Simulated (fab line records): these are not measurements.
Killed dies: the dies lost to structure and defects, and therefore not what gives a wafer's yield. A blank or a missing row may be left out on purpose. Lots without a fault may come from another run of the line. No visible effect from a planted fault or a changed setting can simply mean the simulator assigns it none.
Comparing a struck lot with a sound one	flow rit_cmos	17 out of 202 route steps
Sound: the wafers L134.1, L134.4, L134.6. Struck: wafers L144.3, L144.4, L144.6. The cause comes at the end.
For every step that has rows: the tool of each side, followed by ch and its chambers, followed by its first start. Under that, the readings that differ: sound wafers	struck wafers	difference of the means	sigmas: that difference in standard deviations of wafers without a fault.
alike: same words and numbers on both sides, and readings whose means sit less than 2 such deviations apart. not compared: any withheld reading, any reading some wafer has no value for, any bound like >300 that may hide the same value, and any number with overlapping values for which the record gives no deviation.
Wherever a step has rows on one side only, a row that says differs or no value, or a row with sigmas, the two part there. Non-overlapping numbers with no deviation appear without sigmas and do not part them. A reading that every wafer of one side lacks parts them only if that side has two wafers or more.

RIT_NWELL_TW_MEAS_10:
  sound on film_metro-02 at day 2 15:10; struck on film_metro-02 at day 4 16:10
  alike: NWELL_TW
then, 6 steps without rows for these wafers: RIT_PWELL_HMDS_00 (prime time 60 s); RIT_PWELL_COAT_01 (resist thk 1300 nm); RIT_PWELL_SOFTBAKE_02 (time 60 s); RIT_PWELL_EXPOSE_03 (exposes mask M3, target cd 43700 nm); RIT_PWELL_PEB_04; RIT_PWELL_DEVELOP_05 (develop time 68 s).
RIT_PWELL_OVL_MEAS_06:
  sound on overlay-02 at day 2 16:11; struck on overlay-02 at day 4 17:06
  alike: PWELL_OVL
then, 2 steps without rows for these wafers: RIT_PWELL_HARDBAKE_07 (time 120 s); RIT_PWELL_IMPLANT_08.
RIT_PWELL_STRIP_09: strips in O2, time 180 s.
  sound on plasma_asher-03 ch 0,1, day 2 16:37; struck on plasma_asher-01 ch 0,1, day 4 17:35
  alike: drypump_motor_current_A, rf_refl_power_W
  not compared: rf_hours_counter_h
RIT_PWELL_TW_MEAS_10:
  sound on film_metro-02 at day 2 16:47; struck on film_metro-04 at day 4 17:43
  alike: PWELL_TW
RIT_WELLDRIVE_ANNEAL_00: time 14700 s.
  sound on furnace-02 ch 0, day 2 16:51; struck on furnace-03 ch 0, day 4 17:46
reading	sound	struck	difference	sigmas
run_length_s (s)	18271 18271 18271	9441 9441 9441	-8830	-99 or more
  alike: tube_center_temp_C_max
RIT_WELLDRIVE_RS_MEAS_01: a four-point-probe measurement.
  sound on film_metro-04 at day 2 21:56; struck on film_metro-02 at day 4 22:53
reading	sound	struck	difference	sigmas
NWELL_RS (ohm/sq)	270.5 270.3 270.8	315.2 315.7 315.6	+45.0	+57
RIT_WELLDRIVE_RS_MEAS_02: a four-point-probe measurement.
  sound on film_metro-04 at day 2 22:04; struck on film_metro-02 at day 4 23:00
reading	sound	struck	difference	sigmas
PWELL_RS (ohm/sq)	429.6 430.0 428.6	476.6 474.6 475.4	+46.1	+38
then, 1 step without rows for these wafers: RIT_NRETRO_HMDS_00 (prime time 60 s).
RIT_M1_PROBE_99:
  sound on prober-01 at day 4 03:54; struck on prober-01 at day 6 03:46
reading	sound	struck	difference	sigmas
model.etest.pmos_0p3.r_on_ohm_um	6382 6311 6292	6909 6853 6884	+554	
model.etest.pmos_turned.r_on_ohm_um	3406 3484 3388	3848 3826 3851	+416	
model.etest.pmos_0p15.r_on_ohm_um	2736 2746 2743	3017 3041 3038	+290	
model.etest.nwell_pinched.rs_ohm_sq	329.3 326 334	425.6 428.4 423.3	+96.0	
model.etest.pwell_pinched.rs_ohm_sq	459.1 453 460.7	507.8 522.5 504.8	+54.1	
model.etest.pwell.rs_ohm_sq	420.2 416.1 415.6	460.9 470.3 459.1	+46.1	
model.etest.pmos_0p15.drive_ua_um	257.4 253.3 258.2	224.1 220.8 219.3	-34.9	
model.etest.pmos_turned.drive_ua_um	190.6 184.5 193.7	161.1 159.9 158.1	-29.9	
  alike: killed_at_contacts, killed_at_front_end, killed_dies, killed_open, killed_short

## WHERE THEY PART
Earliest at RIT_WELLDRIVE_ANNEAL_00; latest, in this record, at RIT_WELLDRIVE_RS_MEAS_02. Later steps at which nothing parts them and some readings are alike: RIT_M1_PROBE_99.

WHY: what had been put in by the simulator
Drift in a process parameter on furnace-03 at RIT_WELLDRIVE_ANNEAL_00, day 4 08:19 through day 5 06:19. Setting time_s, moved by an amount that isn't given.
